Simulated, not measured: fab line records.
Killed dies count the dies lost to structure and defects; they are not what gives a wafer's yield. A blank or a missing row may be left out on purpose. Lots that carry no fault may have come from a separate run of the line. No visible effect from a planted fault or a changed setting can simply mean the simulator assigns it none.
Which tool was responsible? | flow rit-cmos | 42 wafers sampled from 14 lots at 1 step of a route of 202

== WHAT THE GAUGES READ, wafer by wafer ==
The record lacks any reading of a measuring or inspecting step that a usual standard deviation could be used to judge.

== EACH LOT AND THE TOOL THAT RAN IT (in order: tool; ch and the chambers of the sampled wafers; start) ==
lot  | RIT_NSD_EXPOSE_03
L112 | iline-stepper-01 ch 0, day 2 23:23
L113 | iline-stepper-01 ch 0, day 3 05:18
L115 | iline-stepper-02 ch 0, day 3 14:06
L116 | iline-stepper-01, day 3 21:31
L117 | iline-stepper-01, day 4 00:34
L118 | iline-stepper-01 ch 0, day 4 05:15
L120 | iline-stepper-01 ch 0, day 4 16:04
L127 | iline-stepper-02 ch 0, day 6 10:37
L128 | iline-stepper-01 ch 0, day 6 11:07
L131 | iline-stepper-02 ch 0, day 7 03:13
L130 | iline-stepper-02 ch 0, day 7 05:07
L133 | iline-stepper-01 ch 0, day 7 18:18
L134 | iline-stepper-01 ch 0, day 7 20:35
L135 | iline-stepper-02 ch 0, day 8 08:07
- RIT_NSD_EXPOSE_03: exposes mask M9, target cd 40700 nm.

== WHAT THE TOOLS THEMSELVES READ (means of the sampled wafers that have a number; where no wafer has one, the mark that the record gives instead) ==
RIT_NSD_EXPOSE_03.
lot  | tool             | exposure-dose-mJ-cm2 | focus-offset-nm (nm)
L112 | iline-stepper-01 | 250.23               | -0.2
L113 | iline-stepper-01 | 250.06               | 0.4
L115 | iline-stepper-02 | 250.08               | -0.4
L116 | iline-stepper-01 | -                    | -
L117 | iline-stepper-01 | -                    | -
L118 | iline-stepper-01 | 249.84               | -0.4
L120 | iline-stepper-01 | 249.88               | 0.0
L127 | iline-stepper-02 | 250.08               | 0.1
L128 | iline-stepper-01 | 250.22               | -0.7
L131 | iline-stepper-02 | 250.01               | 0.1
L130 | iline-stepper-02 | 249.85               | 0.8
L133 | iline-stepper-01 | 250.00               | -0.1
L134 | iline-stepper-01 | 250.08               | 0.1
L135 | iline-stepper-02 | 249.84               | 0.4

== THE ANSWER, worked out from the rows above alone ==
Rule: the usual values come from the lots themselves. The widest of any qualifying gaps counts: lots, ordered by their means at a reading, are off when they make up no more than a third of the lots, leave a main group of 4 or more, and stand apart from it by 3 or more times the standard deviation of that group's means. If all means in a main group match to the digits the tables above print for the reading, that group is not used. Also off: a lot with no number at a reading for which 4 or more lots have one. All remaining lots with rows at the step are treated as sound. Order of review: gauges by route order, followed by the tools' own readings, for which a lot's mean as printed above is used. The first step at which some lot is off is used, and at that step the reading that is off furthest; a lot without a number counts as furthest.
Off: L116, L117 (RIT_NSD_EXPOSE_03, exposure-dose-mJ-cm2). Without a number there: L116, L117. The main group has a mean of 250.01 with a standard deviation of 0.13.
If a tool, at that step or one of the process steps before it, ran each lot that is off and ran no sound lot following the first of them, it fits. None of those tried fits.

== WHAT THE SIMULATOR HAD INSERTED ==
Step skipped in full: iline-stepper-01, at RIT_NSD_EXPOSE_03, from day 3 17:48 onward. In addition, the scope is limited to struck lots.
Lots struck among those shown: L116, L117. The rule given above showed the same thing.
